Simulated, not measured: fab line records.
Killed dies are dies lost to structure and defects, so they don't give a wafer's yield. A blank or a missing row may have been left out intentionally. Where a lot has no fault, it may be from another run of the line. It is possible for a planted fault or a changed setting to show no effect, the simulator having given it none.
The same fault as seen by 2 desks ; flow rit-cmos ; what lay behind the numbers comes last; until then each desk has only its own

## METROLOGY DESK
What the gauges read, lot by lot, whatever tool the lot ran on: means of the sampled wafers that have a number. Any lot whose mean is over 4 standard deviations away from the usual mean is out of limits and marked OUT; that distance is given in the brackets.
Columns: A = GATE_OXIDE_THK at RIT_GATE_THK_MEAS_07, usual 3.00 nm
lot;first seen here;A
L421;day 2 15:11;3.01
L422;day 2 20:42;3.02
L423;day 3 01:13;3.05
L424;day 3 05:23;3.09
L425;day 3 11:49;3.01
L426;day 3 15:38;3.07
L427;day 3 21:42;2.98
L434;day 5 07:37;2.77
L435;day 5 16:45;2.76
L437;day 5 22:54;3.11
L438;day 6 03:15;2.95
L440;day 6 17:52;2.93
L442;day 7 00:25;3.02
L443;day 7 07:12;3.10
Result from this desk: across the 14 lots, nothing is out of limits.

## AT THE TOOL OWNER'S DESK: furnace-03
The tool's own readings at RIT_GATE_OXIDATION_05 (target thk 3 nm, ox time 270 s): means of the sampled wafers that have a number, for each lot that ran on this tool. Any lot whose mean is over 4 standard deviations away from the usual mean is out of limits and marked OUT; that distance is given in the brackets.
Columns: A = spike-tc-centre-C at RIT_GATE_OXIDATION_05, usual 903.2 C; B = spike-tc-source-C at RIT_GATE_OXIDATION_05, usual 923.0 C; C = tube-center-temp-C at RIT_GATE_OXIDATION_05, usual 900.01 C; D = tube_center_temp_C_max at RIT_GATE_OXIDATION_05, usual 902.3
lot;first seen here;A;B;C;D
L421;day 2 13:52;905.2;922.5;899.99;902.0
L422;day 2 19:22;903.5;921.6;900.05;902.2
L423;day 2 23:53;903.8;922.7;899.99;902.4
L426;day 3 14:18;903.9;921.8;900.03;902.7
L434;day 5 06:17;898.8 (-4.0) OUT;916.7;894.98 (-58) OUT;897.2 (-15) OUT
L435;day 5 14:07;898.2 (-4.5) OUT;916.4;895.03 (-57) OUT;897.4 (-14) OUT
This desk's verdict: out of limits on L434, L435, starting with L434 at day 5 06:17 (spike-tc-centre-C at RIT_GATE_OXIDATION_05). L421, L422, L423, L426 stayed within limits.

## BROUGHT TOGETHER
At day 5 06:17, on L434, L435, the tool owner's desk was in a position to raise an alarm.
Nothing out of limits was seen by the metrology desk.
The metrology desk has L434, L435 on record, within its limits.
The lots listed all ran RIT_GATE_OXIDATION_05 on furnace-03.

## WHAT THE SIMULATOR PUT IN
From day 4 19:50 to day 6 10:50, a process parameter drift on furnace-03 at RIT_GATE_OXIDATION_05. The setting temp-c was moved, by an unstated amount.
Shown lots that were struck: L434, L435.
Each desk's first reading out of limits, in hours after the fault started: the tool owner's desk, 10.
